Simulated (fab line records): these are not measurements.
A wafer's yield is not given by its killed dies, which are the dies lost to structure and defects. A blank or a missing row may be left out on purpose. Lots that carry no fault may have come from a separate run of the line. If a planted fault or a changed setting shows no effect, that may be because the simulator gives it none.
Split-lot trial    flow berkeleyCmos170    23 wafers read across 5 lots, on a route 331 steps long

THE SPLIT ITSELF
At UCB170_M2_SPUTTER_01 (material Al, target thk 900 nm, time 120 s), the setting chamberPressurePa was moved away from the recipe's 0.5 Pa on 20 of the 23 wafers read, by -11.1% to +14.3%. The other wafers ran this setting at the recipe's value.

There is no step in the file separating the split from the reading.

THE READING
M2_AL_RS, in ohm/sq, at UCB170_M2_RS_MEAS_02 (measures by four-point-probe). Fault-free wafers of this fab line usually give 0.0321 ohm/sq, standard deviation 0.00033 ohm/sq.

wafer   tool, chamber at the split  chamberPressurePa as run, Pa  against the recipe  M2_AL_RS, ohm/sq  against lot-mates on the recipe
L079.1  pvdSputter-02, -            0.5713                        +14.3%              0.0338            no lot-mate on the recipe
L079.2  pvdSputter-02, -            0.5713                        +14.3%              0.0341            no lot-mate on the recipe
L079.4  pvdSputter-02, -            0.5713                        +14.3%              0.0341            no lot-mate on the recipe
L079.5  pvdSputter-02, -            0.5713                        +14.3%              0.0339            no lot-mate on the recipe
L079.6  pvdSputter-02, -            0.5713                        +14.3%              0.0338            no lot-mate on the recipe
L080.1  pvdSputter-01, -            0.4447                        -11.1%              0.0311            no lot-mate on the recipe
L080.2  pvdSputter-01, -            0.4447                        -11.1%              0.0310            no lot-mate on the recipe
L080.3  pvdSputter-01, -            0.4447                        -11.1%              0.0308            no lot-mate on the recipe
L080.5  pvdSputter-01, -            0.4447                        -11.1%              0.0307            no lot-mate on the recipe
L080.6  pvdSputter-01, -            0.4447                        -11.1%              0.0311            no lot-mate on the recipe
L081.2  pvdSputter-02, -            0.4621                        -7.6%               0.0314            no lot-mate on the recipe
L081.3  pvdSputter-02, -            0.4621                        -7.6%               0.0317            no lot-mate on the recipe
L081.4  pvdSputter-02, -            0.4621                        -7.6%               0.0315            no lot-mate on the recipe
L081.5  pvdSputter-02, -            0.4621                        -7.6%               0.0315            no lot-mate on the recipe
L081.6  pvdSputter-02, -            0.4621                        -7.6%               0.0314            no lot-mate on the recipe
L083.3  pvdSputter-03, -            0.5                           recipe              0.0322            -
L083.5  pvdSputter-03, -            0.5                           recipe              0.0324            -
L083.6  pvdSputter-03, -            0.5                           recipe              0.0322            -
L085.2  pvdSputter-01, -            0.5295                        +5.9%               0.0326            no lot-mate on the recipe
L085.3  pvdSputter-01, -            0.5295                        +5.9%               0.0330            no lot-mate on the recipe
L085.4  pvdSputter-01, -            0.5295                        +5.9%               0.0328            no lot-mate on the recipe
L085.5  pvdSputter-01, -            0.5295                        +5.9%               0.0327            no lot-mate on the recipe
L085.6  pvdSputter-01, -            0.5295                        +5.9%               0.0329            no lot-mate on the recipe

FIT RESULTS
A straight line over all 23 wafers: M2_AL_RS changes by +0.000114 ohm/sq for each +1% of chamberPressurePa; r = +0.99; the points scatter about the line by 0.00017 ohm/sq.
Too few moved wafers have a lot-mate on the recipe to fit a line with each lot's own level taken away.

THE WHOLE CHAIN: every reading that the file lists as answering this split, in the file's order
step                     what it does                                                              reading                                                                     change (the file's fit)                r (the file's)
UCB170_M2_SPUTTER_01     material Al, target thk 900 nm, time 120 s                                Al_of_M2_SPUTTER_01.thkNm (the simulator's own value, which no gauge read)  -3.08 nm for each +1% of the setting   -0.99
UCB170_M2_RS_MEAS_02     measures by four-point-probe                                              M2_AL_RS                                                                    +0.000114 for each +1% of the setting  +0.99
UCB170_M2_METAL_ETCH_18  etches Al in Cl2/BCl3, stops on SiO2, target depth 1170 nm, time 199.2 s  etch.depthNm (the simulator's own value, which no gauge read)               -3.13 nm for each +1% of the setting   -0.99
UCB170_M2_METAL_ETCH_18  etches Al in Cl2/BCl3, stops on SiO2, target depth 1170 nm, time 199.2 s  M2.featureDepthNm (the simulator's own value, which no gauge read)          -3.01 nm for each +1% of the setting   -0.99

THE FILE'S OWN FIT
M2_AL_RS changes by +0.000114 ohm/sq for each +1% of chamberPressurePa, r = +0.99.
